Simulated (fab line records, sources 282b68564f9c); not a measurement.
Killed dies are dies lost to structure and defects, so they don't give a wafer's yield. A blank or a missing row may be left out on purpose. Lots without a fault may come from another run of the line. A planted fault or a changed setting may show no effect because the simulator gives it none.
Split-lot experiment | flow rit_cmos | 5 lots, 23 wafers read, on a route of 202 steps

THE SPLIT
At RIT_SDANNEAL_CLEAN_00 (cleans in SC1, time 600 s), the setting time_s was moved away from the recipe's 600 s on 15 of the 23 wafers read, by -14.6% to +10.2%. The other wafers ran this setting at the recipe's value.

The reading is taken at the split's own step.

THE READING
Si3N4_of_SPACER_CVD_03.thk_nm (the simulator's own value, which no gauge read), in nm, at RIT_SDANNEAL_CLEAN_00 (cleans in SC1, time 600 s). The file gives no usual value for it. The 8 wafers here that ran the recipe average 194.6 nm, standard deviation 0.92 nm.

wafer  | tool, chamber at the split | time_s as run, s | against the recipe | Si3N4_of_SPACER_CVD_03.thk_nm, nm | against lot-mates on the recipe
L074.1 | -, -                       | 661.1            | +10.2%             | 190.6                             | no lot-mate on the recipe
L074.3 | -, -                       | 661.1            | +10.2%             | 191.7                             | no lot-mate on the recipe
L074.4 | -, -                       | 661.1            | +10.2%             | 188.7                             | no lot-mate on the recipe
L074.5 | -, -                       | 661.1            | +10.2%             | 193.1                             | no lot-mate on the recipe
L074.6 | -, -                       | 661.1            | +10.2%             | 190.5                             | no lot-mate on the recipe
L077.1 | -, -                       | 600              | recipe             | 193.8                             | -
L077.2 | -, -                       | 600              | recipe             | 194.6                             | -
L077.3 | -, -                       | 600              | recipe             | 196.4                             | -
L077.4 | -, -                       | 600              | recipe             | 193.3                             | -
L077.6 | -, -                       | 600              | recipe             | 194.5                             | -
L080.1 | -, -                       | 549.8            | -8.4%              | 197.7                             | no lot-mate on the recipe
L080.2 | -, -                       | 549.8            | -8.4%              | 200.6                             | no lot-mate on the recipe
L080.4 | -, -                       | 549.8            | -8.4%              | 200.3                             | no lot-mate on the recipe
L080.5 | -, -                       | 549.8            | -8.4%              | 198.9                             | no lot-mate on the recipe
L080.6 | -, -                       | 549.8            | -8.4%              | 202.8                             | no lot-mate on the recipe
L082.1 | wet_bench-01, 2            | 600              | recipe             | 195                               | -
L082.2 | wet_bench-01, 2            | 600              | recipe             | 195.1                             | -
L082.3 | wet_bench-01, 2            | 600              | recipe             | 193.7                             | -
L085.1 | -, -                       | 512.5            | -14.6%             | 204.8                             | no lot-mate on the recipe
L085.2 | -, -                       | 512.5            | -14.6%             | 204.9                             | no lot-mate on the recipe
L085.3 | -, -                       | 512.5            | -14.6%             | 200.5                             | no lot-mate on the recipe
L085.4 | -, -                       | 512.5            | -14.6%             | 205.2                             | no lot-mate on the recipe
L085.6 | -, -                       | 512.5            | -14.6%             | 202                               | no lot-mate on the recipe

THE FIT
A straight line over all 23 wafers: Si3N4_of_SPACER_CVD_03.thk_nm changes by -0.522 nm for each +1% of time_s; r = -0.94; the points scatter about the line by 1.7 nm.
Too few moved wafers have a lot-mate on the recipe to fit a line with each lot's own level taken away.

THE FILE'S OWN FIT
Si3N4_of_SPACER_CVD_03.thk_nm changes by -0.521 nm for each +1% of time_s, r = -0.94.
